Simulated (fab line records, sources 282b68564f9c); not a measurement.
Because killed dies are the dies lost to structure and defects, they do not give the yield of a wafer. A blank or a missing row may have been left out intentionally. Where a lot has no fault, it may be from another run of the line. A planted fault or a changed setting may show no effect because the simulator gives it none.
Which of the tools did it? | flow rit cmos | 14 lots, 42 wafers sampled, at 3 steps of a route of 202

== WHAT THE GAUGES READ, wafer by wafer ==
RIT_M1_RS_MEAS_01: measurement is done with a four-point probe.
lot  | measured    | on            | M1_AL_RS (ohm/sq)
L172 | day 3 07:11 | film metro-01 | 0.0729 0.0738 0.0730
L173 | day 3 12:53 | film metro-03 | 0.0726 0.0729 0.0732
L174 | day 3 16:48 | film metro-01 | 0.0733 0.0730 0.0731
L175 | day 3 22:41 | film metro-01 | 0.0741 0.0733 0.0732
L176 | day 4 08:30 | film metro-02 | 0.0735 0.0742 0.0741
L177 | day 4 10:14 | film metro-03 | 0.0742 0.0741 0.0729
L178 | day 4 12:13 | film metro-03 | 0.0733 0.0732 0.0738
L179 | day 4 18:47 | film metro-01 | 0.0731 0.0736 0.0733
L181 | day 5 07:57 | film metro-03 | 0.0743 0.0730 0.0736
L183 | day 5 22:53 | film metro-01 | 0.0450 0.0452 0.0454
L184 | day 6 03:47 | film metro-03 | 0.0451 0.0449 0.0449
L191 | day 7 11:09 | film metro-01 | 0.0718 0.0727 0.0718
L192 | day 7 16:08 | film metro-01 | 0.0740 0.0739 0.0737
L195 | day 8 08:37 | film metro-01 | 0.0722 0.0722 0.0724

RIT_M1_THK_MEAS_02: measures by xrf.
lot  | measured    | on            | M1_AL_THK (nm)
L172 | day 3 07:18 | film metro-01 | 402 397 403
L173 | day 3 12:59 | film metro-03 | 408 405 403
L174 | day 3 16:55 | film metro-01 | 401 402 400
L175 | day 3 22:48 | film metro-01 | 397 402 400
L176 | day 4 08:37 | film metro-02 | 396 394 393
L177 | day 4 10:21 | film metro-03 | 396 396 404
L178 | day 4 12:20 | film metro-03 | 401 404 398
L179 | day 4 18:55 | film metro-01 | 403 402 404
L181 | day 5 08:04 | film metro-03 | 396 403 398
L183 | day 5 23:00 | film metro-01 | 653 649 651
L184 | day 6 03:55 | film metro-03 | 644 647 646
L191 | day 7 11:15 | film metro-01 | 411 408 412
L192 | day 7 16:15 | film metro-01 | 399 397 401
L195 | day 8 08:43 | film metro-01 | 410 411 412

== WHAT TOOL EACH LOT RAN ON (gives the tool, then ch and the chambers of the sampled wafers, and finally the start) ==
lot  | RIT_M1_SPUTTER_00
L172 | pvd sputter-01, day 3 06:53
L173 | pvd sputter-04, day 3 12:34
L174 | pvd sputter-03, day 3 16:30
L175 | pvd sputter-04, day 3 22:23
L176 | pvd sputter-04, day 4 08:12
L177 | pvd sputter-01, day 4 09:55
L178 | pvd sputter-03, day 4 11:55
L179 | pvd sputter-04, day 4 18:30
L181 | pvd sputter-04, day 5 07:39
L183 | pvd sputter-04, day 5 22:35
L184 | pvd sputter-04, day 6 03:30
L191 | pvd sputter-01, day 7 10:49
L192 | pvd sputter-03, day 7 15:50
L195 | pvd sputter-01, day 8 08:17
- RIT_M1_SPUTTER_00: material Al, target thk 400 nm, time 500 s.

== AS READ BY THE TOOLS THEMSELVES (means over the sampled wafers that have a number; for cases with no such wafer, the mark the record gives instead) ==
RIT_M1_SPUTTER_00.
lot  | tool           | chamber pressure pa (Pa) | throttle valve pct (%)
L172 | pvd sputter-01 | 0.3995                   | 29.6
L173 | pvd sputter-04 | 0.4000                   | 29.6
L174 | pvd sputter-03 | 0.3987                   | 29.5
L175 | pvd sputter-04 | 0.3997                   | 29.6
L176 | pvd sputter-04 | 0.4002                   | 29.5
L177 | pvd sputter-01 | 0.3998                   | 29.1
L178 | pvd sputter-03 | 0.3998                   | 29.5
L179 | pvd sputter-04 | 0.4000                   | 29.3
L181 | pvd sputter-04 | 0.3995                   | 29.2
L183 | pvd sputter-04 | 0.3996                   | 29.5
L184 | pvd sputter-04 | 0.4006                   | 29.5
L191 | pvd sputter-01 | 0.4004                   | 29.0
L192 | pvd sputter-03 | 0.4004                   | 29.8
L195 | pvd sputter-01 | 0.3995                   | 29.8

== THE ANSWER, worked out from the rows above alone ==
Rule: the usual values come from the lots themselves. Put in order of their means at a reading, lots are off if they are a third of the lots or fewer, leave a main group of 4 or more, and stand apart from it by a gap of 3 or more times the standard deviation of the main group's means; of several such gaps the widest counts. A main group is skipped when, at the precision printed for the reading in the tables above, its means are all equal. Also off: a lot with no number at a reading for which 4 or more lots have one. Where the step has rows for the other lots, those lots are counted as sound. The gauges are gone through in route order, then the tools' own readings, and for those a lot's mean is taken as printed above. The first step at which some lot is off is used, and at that step the reading that is off furthest; a lot without a number counts as furthest.
Off: L183, L184, at RIT_M1_RS_MEAS_01 (M1_AL_RS). Mean 0.0733 ohm/sq and standard deviation 0.00056 in the main group.
If a tool, at a process step before that reading, ran all the lots that are off and no sound lot after the first of them, it fits. Gauges at RIT_M1_RS_MEAS_01: tried the same way as those tools. One fits: pvd sputter-04 at RIT_M1_SPUTTER_00. A fault onset in the window from L181 (day 5 07:39, its last sound lot) to L183 (day 5 22:35, its first lot off) fits.

== WHAT THE SIMULATOR PUT IN ==
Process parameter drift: pvd sputter-04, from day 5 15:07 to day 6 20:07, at RIT_M1_SPUTTER_00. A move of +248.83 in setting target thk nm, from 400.
Struck lots among those shown: L183, L184. Same finding as the rule above.
